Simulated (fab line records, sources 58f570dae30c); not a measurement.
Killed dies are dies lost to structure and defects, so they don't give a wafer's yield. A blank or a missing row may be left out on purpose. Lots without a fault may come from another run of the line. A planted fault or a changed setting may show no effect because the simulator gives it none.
Chamber matching | flow berkeley_cmos170 | UCB170_PWELL_ETCH_14 on rie_diel-03: 4 sister chambers
The step etches Si3N4 in CH3F/Ar/O2, stops on SiO2, target depth 242 nm, time 151 s. 8 wafers are shown with their chamber, then 7 later ones without.

WAFERS WITH THEIR CHAMBER
wafer  | chamber | throttle_valve_pct (%) | drypump_motor_current_A (A)
L419.2 | 3       | 7.86                   | 5.5
L419.4 | 3       | 7.85                   | 5.5
L424.2 | 1       | 7.91                   | 6.0
L428.3 | 0       | 7.96                   | 6.1
L430.1 | 0       | 7.95                   | 6.0
L430.6 | 2       | 8.23                   | 5.7
L431.1 | 1       | 7.90                   | 6.0
L431.5 | 2       | 8.23                   | 5.7

WAFERS WITHOUT THEIR CHAMBER
wafer  | throttle_valve_pct (%) | drypump_motor_current_A (A)
L431.6 | 7.89                   | 6.0
L432.1 | 7.91                   | 6.0
L432.4 | 7.96                   | 6.0
L432.5 | 7.88                   | 5.5
L436.2 | 7.96                   | 6.0
L436.5 | 8.23                   | 5.7
L436.6 | 7.96                   | 6.0

WHICH CHAMBER EACH WENT THROUGH
wafer  | from the rows above | in truth
L431.6 | 1                   | 1
L432.1 | 1                   | 1
L432.4 | 0                   | 0
L432.5 | 3                   | 3
L436.2 | 0                   | 0
L436.5 | 2                   | 2
L436.6 | 0                   | 0
Placed correctly: 7 of 7. Can't be placed from these rows: 0. Placed wrongly: 0.
How it was worked out, from the rows above alone: a wafer's distance from a chamber is the root of the sum, over the readings, of the square of ((its reading less the chamber's mean) divided by the reading's scatter). The wafer belongs to the nearest chamber; if the next one is less than 2 further off, it can't be placed. A chamber's mean is the mean of its shown wafers. The scatter: the root of (the sum of the squares of (reading less its chamber's mean) over the shown wafers, divided by (wafers less chambers)).
